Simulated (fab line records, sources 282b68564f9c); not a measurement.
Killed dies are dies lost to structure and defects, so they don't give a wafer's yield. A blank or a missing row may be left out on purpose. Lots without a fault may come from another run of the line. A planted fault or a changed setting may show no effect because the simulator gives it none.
Which tool did it? | flow rit_cmos | 7 lots, 21 wafers sampled, at 2 steps of a route of 202

WHAT THE GAUGES READ, wafer by wafer
RIT_PSD_OVL_MEAS_06.
lot  | measured    | on         | PSD_OVL (nm)
L596 | day 3 18:08 | overlay-01 | 1.2 0.7 2.7
L599 | day 4 06:52 | overlay-02 | -0.5 1.8 -1.3
L604 | day 5 00:37 | overlay-02 | 128.8 130.4 129.4
L608 | day 6 00:24 | overlay-02 | 130.7 131.0 131.9
L611 | day 6 18:00 | overlay-02 | 1.8 0.0 1.6
L615 | day 7 06:52 | overlay-02 | 0.3 0.5 1.3
L618 | day 8 01:30 | overlay-02 | 2.0 0.1 -1.5

WHICH TOOL RAN EACH LOT (tool, then ch and the chambers of the sampled wafers, then the start)
lot  | RIT_PSD_EXPOSE_03
L596 | iline_stepper-01 ch 0, day 3 17:39
L599 | iline_stepper-02 ch 0, day 4 06:26
L604 | iline_stepper-02 ch 0, day 5 00:14
L608 | iline_stepper-02 ch 0, day 6 00:01
L611 | iline_stepper-01 ch 0, day 6 17:36
L615 | iline_stepper-01 ch 0, day 7 06:29
L618 | iline_stepper-01 ch 0, day 8 01:06
- RIT_PSD_EXPOSE_03: exposes mask M10, target cd 40900 nm.

THE ANSWER, worked out from the rows above alone
Rule: what is usual is taken from the lots themselves. Put in order of their means at a reading, lots are off if they are a third of the lots or fewer, leave a main group of 4 or more, and stand apart from it by a gap of 3 or more times the standard deviation of the main group's means; of several such gaps the widest counts. A main group whose means are all the same, to the digits that the tables above print for the reading, isn't used. A lot without any number at a reading at which 4 lots or more have one is off too. The other lots that the step has rows for count as sound.
Off: L604, L608, at RIT_PSD_OVL_MEAS_06 (PSD_OVL). The main group: mean 0.7 nm, standard deviation 0.57.
A tool fits if, at a process step before that reading, it ran every lot that is off, and no sound lot after the first of them. The gauges at RIT_PSD_OVL_MEAS_06 are tried like those tools. One fits: iline_stepper-02 at RIT_PSD_EXPOSE_03. Its last sound lot is L599 (day 4 06:26), its first lot that is off L604 (day 5 00:14): a fault that began between those two fits.

WHAT THE SIMULATOR HAD PUT IN
Scanner matching overlay: iline_stepper-02, from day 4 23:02 on, at RIT_PSD_EXPOSE_03. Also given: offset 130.
Lots struck among those shown: L604, L608. The rule above found the same.
